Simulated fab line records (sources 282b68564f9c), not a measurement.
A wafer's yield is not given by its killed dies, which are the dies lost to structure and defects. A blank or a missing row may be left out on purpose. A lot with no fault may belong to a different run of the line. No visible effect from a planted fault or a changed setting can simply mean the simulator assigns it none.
Split-lot trial || flow ritCmos || 23 wafers read from 5 lots, route of 202 steps

== ABOUT THE SPLIT ==
At RIT_NWELL_IMPLANT_08, the setting doseCm2 was moved away from the recipe's 5e+13 on 12 of the 23 wafers read, by -6.3% to -2.9%. All remaining wafers had this setting at the recipe value.

== FROM THE SPLIT TO THE READING: what the file shows between them, 6 steps ==
- RIT_NWELL_STRIP_09: strips in O2, time 180 s
- RIT_NWELL_TW_MEAS_10
- RIT_PWELL_HARDBAKE_07: time 120 s (also split here: tempC)
- RIT_PWELL_IMPLANT_08
- RIT_PWELL_STRIP_09: strips in O2, time 180 s
- RIT_WELLDRIVE_ANNEAL_00: time 14700 s

== THE READING ==
NWELL_RS, in ohm/sq, at RIT_WELLDRIVE_RS_MEAS_01 (measures by four-point-probe). A value of 275.7 ohm/sq with a standard deviation of 0.78 ohm/sq is what fault-free wafers of this fab line usually give.

{"wafer": "L074.2", "tool, chamber at the split": "implanter-02, 0", "doseCm2 as run": 5e+13, "against the recipe": "recipe", "NWELL_RS, ohm/sq": 275.2, "against lot-mates on the recipe": "-"}
{"wafer": "L074.4", "tool, chamber at the split": "implanter-02, 0", "doseCm2 as run": 5e+13, "against the recipe": "recipe", "NWELL_RS, ohm/sq": 275.9, "against lot-mates on the recipe": "-"}
{"wafer": "L074.6", "tool, chamber at the split": "implanter-02, 0", "doseCm2 as run": 5e+13, "against the recipe": "recipe", "NWELL_RS, ohm/sq": 275.8, "against lot-mates on the recipe": "-"}
{"wafer": "L077.1", "tool, chamber at the split": "implanter-04, 0", "doseCm2 as run": 5e+13, "against the recipe": "recipe", "NWELL_RS, ohm/sq": 277.4, "against lot-mates on the recipe": "-"}
{"wafer": "L077.3", "tool, chamber at the split": "implanter-04, 0", "doseCm2 as run": 4.711e+13, "against the recipe": "-5.8%", "NWELL_RS, ohm/sq": 287.3, "against lot-mates on the recipe": "+10.4"}
{"wafer": "L077.4", "tool, chamber at the split": "implanter-04, 0", "doseCm2 as run": 4.711e+13, "against the recipe": "-5.8%", "NWELL_RS, ohm/sq": 287.7, "against lot-mates on the recipe": "+10.8"}
{"wafer": "L077.5", "tool, chamber at the split": "implanter-04, 0", "doseCm2 as run": 4.711e+13, "against the recipe": "-5.8%", "NWELL_RS, ohm/sq": 286.6, "against lot-mates on the recipe": "+9.8"}
{"wafer": "L077.6", "tool, chamber at the split": "implanter-04, 0", "doseCm2 as run": 5e+13, "against the recipe": "recipe", "NWELL_RS, ohm/sq": 276.3, "against lot-mates on the recipe": "-"}
{"wafer": "L078.1", "tool, chamber at the split": "implanter-04, 0", "doseCm2 as run": 4.686e+13, "against the recipe": "-6.3%", "NWELL_RS, ohm/sq": 288.2, "against lot-mates on the recipe": "+11.1"}
{"wafer": "L078.2", "tool, chamber at the split": "implanter-04, 0", "doseCm2 as run": 4.686e+13, "against the recipe": "-6.3%", "NWELL_RS, ohm/sq": 288.2, "against lot-mates on the recipe": "+11.1"}
{"wafer": "L078.3", "tool, chamber at the split": "implanter-04, 0", "doseCm2 as run": 4.686e+13, "against the recipe": "-6.3%", "NWELL_RS, ohm/sq": 287.8, "against lot-mates on the recipe": "+10.7"}
{"wafer": "L078.4", "tool, chamber at the split": "implanter-04, 0", "doseCm2 as run": 5e+13, "against the recipe": "recipe", "NWELL_RS, ohm/sq": 277.5, "against lot-mates on the recipe": "-"}
{"wafer": "L078.5", "tool, chamber at the split": "implanter-04, 0", "doseCm2 as run": 5e+13, "against the recipe": "recipe", "NWELL_RS, ohm/sq": 276.8, "against lot-mates on the recipe": "-"}
{"wafer": "L080.2", "tool, chamber at the split": "implanter-04, 0", "doseCm2 as run": 4.854e+13, "against the recipe": "-2.9%", "NWELL_RS, ohm/sq": 281.6, "against lot-mates on the recipe": "+5.8"}
{"wafer": "L080.3", "tool, chamber at the split": "implanter-04, 0", "doseCm2 as run": 5e+13, "against the recipe": "recipe", "NWELL_RS, ohm/sq": 275.8, "against lot-mates on the recipe": "-"}
{"wafer": "L080.4", "tool, chamber at the split": "implanter-04, 0", "doseCm2 as run": 4.854e+13, "against the recipe": "-2.9%", "NWELL_RS, ohm/sq": 281.0, "against lot-mates on the recipe": "+5.2"}
{"wafer": "L080.5", "tool, chamber at the split": "implanter-04, 0", "doseCm2 as run": 5e+13, "against the recipe": "recipe", "NWELL_RS, ohm/sq": 275.8, "against lot-mates on the recipe": "-"}
{"wafer": "L080.6", "tool, chamber at the split": "implanter-04, 0", "doseCm2 as run": 4.854e+13, "against the recipe": "-2.9%", "NWELL_RS, ohm/sq": 281.4, "against lot-mates on the recipe": "+5.6"}
{"wafer": "L081.1", "tool, chamber at the split": "implanter-03, 0", "doseCm2 as run": 5e+13, "against the recipe": "recipe", "NWELL_RS, ohm/sq": 274.7, "against lot-mates on the recipe": "-"}
{"wafer": "L081.2", "tool, chamber at the split": "implanter-03, 0", "doseCm2 as run": 4.811e+13, "against the recipe": "-3.8%", "NWELL_RS, ohm/sq": 281.8, "against lot-mates on the recipe": "+7.1"}
{"wafer": "L081.3", "tool, chamber at the split": "implanter-03, 0", "doseCm2 as run": 4.811e+13, "against the recipe": "-3.8%", "NWELL_RS, ohm/sq": 280.7, "against lot-mates on the recipe": "+6.0"}
{"wafer": "L081.4", "tool, chamber at the split": "implanter-03, 0", "doseCm2 as run": 5e+13, "against the recipe": "recipe", "NWELL_RS, ohm/sq": 274.7, "against lot-mates on the recipe": "-"}
{"wafer": "L081.5", "tool, chamber at the split": "implanter-03, 0", "doseCm2 as run": 4.811e+13, "against the recipe": "-3.8%", "NWELL_RS, ohm/sq": 280.5, "against lot-mates on the recipe": "+5.8"}

FIT RESULTS
A straight line over all 23 wafers: NWELL_RS changes by -1.87 ohm/sq for each +1% of doseCm2; r = -0.98; the points scatter about the line by 1.1 ohm/sq.
The same after taking each lot's own level away (the mean of its wafers on the recipe; 23 wafers): -1.76 ohm/sq for each +1%; r = -1.00; scatter 0.44 ohm/sq.
Per that fit: largest doseCm2 move, reading shift of 11 ohm/sq.
The span of the lots' own levels, 274.70 to 277.15 ohm/sq, comes to 3.1 times the standard deviation stated above.
The two slopes agree, so the slope changes little with the lot-to-lot level.
Check: with one of the wafers moved furthest among these (-6.3%) left out of the fit, the line predicts +11 ohm/sq for it against its lot-mates. Against them it came out at +11.1 ohm/sq.

== THE OTHER SPLITS THESE WAFERS WENT THROUGH ==
Before the reading, these wafers also passed through other splits. Each is held against what the fit with the lots' levels taken away leaves over:
{"other split on the same wafers": "RIT_ACTIVE_OXIDATION_01 tempC", "wafers away from the commonest value": 15, "r with NWELL_RS (lot level and that fit taken away)": "+0.08"}
{"other split on the same wafers": "RIT_PWELL_HARDBAKE_07 tempC", "wafers away from the commonest value": 5, "r with NWELL_RS (lot level and that fit taken away)": "+0.00"}

== THE WHOLE CHAIN: every reading that the file lists as answering this split, in the file's order ==
{"step": "RIT_NWELL_TW_MEAS_10", "what it does": "", "reading": "NWELL_TW", "change (the file's fit)": "+7.03 for each +1% of the setting", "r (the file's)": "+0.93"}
{"step": "RIT_WELLDRIVE_RS_MEAS_01", "what it does": "measures by four-point-probe", "reading": "NWELL_RS", "change (the file's fit)": "-1.76 for each +1% of the setting", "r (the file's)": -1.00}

== THE FILE'S OWN FIT ==
NWELL_RS changes by -1.76 ohm/sq for each +1% of doseCm2, r = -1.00.
